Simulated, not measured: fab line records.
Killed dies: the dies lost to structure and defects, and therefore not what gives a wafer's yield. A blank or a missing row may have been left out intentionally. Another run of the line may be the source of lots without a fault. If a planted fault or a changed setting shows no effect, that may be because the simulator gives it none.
Matching of chambers + flow berkeley-cmos170 + UCB170_NWELL_ETCH_13 on rie-diel-03: 4 sister chambers
The step etches Si3N4 in CH3F/Ar/O2, stops on SiO2, target depth 246.4 nm, time 154 s. 8 wafers are shown with their chamber, then 7 later ones without.

WAFERS WITH THEIR CHAMBER
| wafer  | chamber | drypump-motor-current-A (A) | throttle-valve-pct (%) |
|--------|---------|-----------------------------|------------------------|
| L856.2 | 0       | 5.7                         | 8.07                   |
| L856.6 | 2       | 5.3                         | 7.84                   |
| L859.6 | 3       | 4.9                         | 8.06                   |
| L864.1 | 1       | 5.1                         | 8.03                   |
| L864.3 | 3       | 5.0                         | 8.06                   |
| L864.4 | 2       | 5.3                         | 7.84                   |
| L865.1 | 0       | 5.7                         | 8.08                   |
| L865.3 | 1       | 5.1                         | 8.03                   |

WAFERS WHOSE CHAMBER IS MISSING
| wafer  | drypump-motor-current-A (A) | throttle-valve-pct (%) |
|--------|-----------------------------|------------------------|
| L865.4 | 5.3                         | 7.83                   |
| L868.1 | 5.3                         | 7.84                   |
| L868.2 | 5.1                         | 8.01                   |
| L868.4 | 4.9                         | 8.07                   |
| L870.2 | 4.9                         | 8.07                   |
| L870.5 | 4.9                         | 8.08                   |
| L870.6 | 5.3                         | 7.85                   |

WHICH CHAMBER EACH ONE RAN IN
| wafer  | from the rows above | in truth |
|--------|---------------------|----------|
| L865.4 | 2                   | 2        |
| L868.1 | 2                   | 2        |
| L868.2 | 1                   | 1        |
| L868.4 | 3                   | 3        |
| L870.2 | 3                   | 3        |
| L870.5 | 3                   | 3        |
| L870.6 | 2                   | 2        |
Correct placement for 7 of the 7. Left unplaced by these rows: 0. Wrongly placed: 0.
How it was worked out, from the rows above alone: a wafer's distance from a chamber is the root of the sum, over the readings, of the square of ((its reading less the chamber's mean) divided by the reading's scatter). The wafer belongs to the nearest chamber; if the next one is less than 2 further off, it can't be placed. Each chamber's mean is taken over the wafers shown for it. The scatter: the root of (the sum of the squares of (reading less its chamber's mean) over the shown wafers, divided by (wafers less chambers)).
